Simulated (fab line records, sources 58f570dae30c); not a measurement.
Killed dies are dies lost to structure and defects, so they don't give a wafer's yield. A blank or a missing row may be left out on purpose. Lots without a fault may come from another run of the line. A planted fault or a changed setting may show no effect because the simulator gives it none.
A struck lot beside a sound one | flow berkeley_cmos170 | 17 steps out of a route of 331
Sound: wafers L867.3, L867.4, L867.6. Struck: wafer L875.3. (L875.1, L875.5 of the same lot were not struck and are left out.) The cause comes at the end.
At each step with rows: each side's tool, then ch and its chambers, then its first start. Under that, the readings that differ: sound wafers | struck wafers | difference of the means | sigmas: that difference in standard deviations of wafers without a fault.
alike: readings whose means differ by less than 2 such deviations, and words and numbers that are the same on both sides. not compared: withheld readings, readings that some wafer has no value for, bounds like >300 that may hide the same value, and numbers for which the record gives no deviation and whose values overlap.
The two part at a step that has a row with sigmas, a row that says differs or no value, or rows on one side only. Numbers that don't overlap but have no deviation are shown without sigmas and don't part them. A reading that every wafer of one side lacks parts them only if that side has two wafers or more.

first, 1 step without rows for these wafers: UCB170_M2_SOFTBAKE_06 (time 60 s).
UCB170_M2_STRIP_07: strips in O2.
  sound on plasma_asher-04 ch 0,1, day 8 19:09; struck on plasma_asher-04 ch 0, day 10 03:35
  reading                      | sound             | struck | difference | sigmas
  strip_time_to_endpoint_s (s) | 21.96 22.00 21.97 | 22.17  | +0.19      | +3
  alike: drypump_motor_current_A, oes_product_au
  not compared: rf_hours_counter_h
then, 7 steps without rows for these wafers: UCB170_M2_STRIP_08 (strips KrF in DMSO, time 600 s); UCB170_M2_COAT_09; UCB170_M2_COAT_10 (resist thk 900 nm); UCB170_M2_SOFTBAKE_11 (time 60 s); UCB170_M2_EXPOSE_12 (exposes mask METAL2, target cd 700 nm); UCB170_M2_PEB_13; UCB170_M2_DEVELOP_14 (develop time 45 s).
UCB170_M2_CD_MEAS_15: target cd 700 nm.
  sound on cd_sem-02, day 8 22:12; struck on cd_sem-02, day 10 04:42
  alike: cd_nm
UCB170_M2_OVL_MEAS_16:
  sound on overlay-01, day 8 22:17; struck on overlay-02, day 10 04:49
  alike: M2_OVL
UCB170_M2_ETCH_17: etches BARC in N2/H2.
  sound on rie_diel-02 ch 0,1,3, day 8 22:19; struck on rie_diel-02 ch 0, day 10 04:52
  alike: drypump_motor_current_A, oes_product_au, throttle_valve_pct
UCB170_M2_METAL_ETCH_18: etches Al in Cl2/BCl3, stops on SiO2, target depth 1170 nm, time 195 s.
  sound on rie_metal-03 ch 1, day 8 22:29; struck on rie_metal-03 ch 1, day 10 04:54
  reading                             | sound             | struck | difference | sigmas
  bcl3_flow_sccm (sccm)               | 45.40 45.31 45.11 | 44.89  | -0.38      | -3
  model.KrF_of_M2_COAT_10.thk_nm (nm) | 216.8 215.5 212.7 | 350.9  | +135.9     |
  model.SiO2_of_V1_CVD_00.thk_nm (nm) | 937.9 939 937.5   | 948.1  | +10.0      |
  model.M2.cd_nm (nm)                 | 700.4 697.5 700.1 | 704.9  | +5.6       |
  alike: drypump_motor_current_A, oes_product_au, throttle_valve_pct
  not compared: rf_hours_counter_h
UCB170_M2_STRIP_19: strips in O2.
  sound on plasma_asher-02 ch 0,1, day 8 22:46; struck on plasma_asher-01 ch 1, day 10 05:05
  reading               | sound             | struck | difference | sigmas
  oes_product_au (a.u.) | 0.544 0.553 0.538 | 0.689  | +0.144     | +11
  alike: drypump_motor_current_A
  not compared: rf_hours_counter_h
UCB170_M2_CD_MEAS_90: target cd 700 nm.
  sound on cd_sem-02, day 8 22:52; struck on cd_sem-01, day 10 05:11
  reading    | sound             | struck | difference | sigmas
  cd_nm (nm) | 700.5 697.4 699.8 | 704.7  | +5.5       | +2
UCB170_V2_CVD_00: deposits SiO2 from TEOS/O2, target thk 2000 nm, time 250 s.
  sound on pecvd-01 ch 0,1, day 8 22:57; struck on pecvd-01 ch 2, day 10 05:19
  alike: heater_power_w
UCB170_M3_PROBE_99:
  sound on prober-01, day 9 04:46; struck on prober-01, day 10 10:59
  reading                               | sound                      | struck   | difference | sigmas
  model.etest.antenna_m2.vt_shift_v (V) | -0.01573 -0.01296 -0.01865 | -0.00924 | +0.00654   |

WHERE THEY PART
First at UCB170_M2_STRIP_07; last, within this record, at UCB170_M2_CD_MEAS_90. Later steps at which nothing parts them and some readings are alike: UCB170_V2_CVD_00.

WHY: what the simulator had put in
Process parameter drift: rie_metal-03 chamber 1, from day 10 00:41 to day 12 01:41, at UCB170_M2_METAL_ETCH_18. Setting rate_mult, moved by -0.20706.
